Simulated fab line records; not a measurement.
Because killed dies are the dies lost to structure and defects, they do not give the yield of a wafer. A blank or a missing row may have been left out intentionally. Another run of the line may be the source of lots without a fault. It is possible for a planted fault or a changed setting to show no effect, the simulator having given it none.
Chamber matching :: flow berkeley cmos170 :: UCB170_V1_CMP_02 on cmp-02 has 4 sister chambers
The step polishes SiO2. 4 wafers are shown with their chamber, then 11 later ones without.

== WAFERS WITH THEIR CHAMBER ==
wafer: L405.6
chamber: 1
motor current A (A): 16.8

wafer: L406.1
chamber: 3
motor current A (A): 13.5

wafer: L406.2
chamber: 0
motor current A (A): 20.7

wafer: L407.1
chamber: 2
motor current A (A): 14.4

== WAFERS MISSING THEIR CHAMBER ==
wafer: L407.4
motor current A (A): 19.8

wafer: L407.5
motor current A (A): 16.0

wafer: L409.1
motor current A (A): 12.4

wafer: L409.5
motor current A (A): 16.7

wafer: L409.6
motor current A (A): 20.4

wafer: L410.1
motor current A (A): 16.5

wafer: L410.3
motor current A (A): 13.8

wafer: L410.6
motor current A (A): 17.0

wafer: L416.3
motor current A (A): 14.4

wafer: L416.5
motor current A (A): 12.7

wafer: L416.6
motor current A (A): 14.0

== EACH ONE'S CHAMBER ==
wafer: L407.4
from the rows above: 0
in truth: 0

wafer: L407.5
from the rows above: can't be placed: 1 or 2
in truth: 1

wafer: L409.1
from the rows above: can't be placed: 3 or 2
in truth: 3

wafer: L409.5
from the rows above: 1
in truth: 1

wafer: L409.6
from the rows above: 0
in truth: 0

wafer: L410.1
from the rows above: 1
in truth: 1

wafer: L410.3
from the rows above: can't be placed: 3 or 2
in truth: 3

wafer: L410.6
from the rows above: 1
in truth: 1

wafer: L416.3
from the rows above: can't be placed: 2 or 3
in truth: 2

wafer: L416.5
from the rows above: can't be placed: 3 or 2
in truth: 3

wafer: L416.6
from the rows above: can't be placed: 2 or 3
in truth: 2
5 of 11 placed correctly. Unplaceable from these rows: 6, with the true chamber sitting among the candidates in 6. Wrongly placed: 0.
How it was worked out, from the rows above alone: a wafer's distance from a chamber is the root of the sum, over the readings, of the square of ((its reading less the chamber's mean) divided by the reading's scatter). If the next closest chamber is less than 2 further off than the closest, the wafer can't be placed; otherwise it belongs to the closest. The mean given for a chamber averages the wafers shown for that chamber. The scatter (one wafer shown for each chamber): square how far every hidden wafer sits from the nearest shown wafer, average those squares and take the square root.
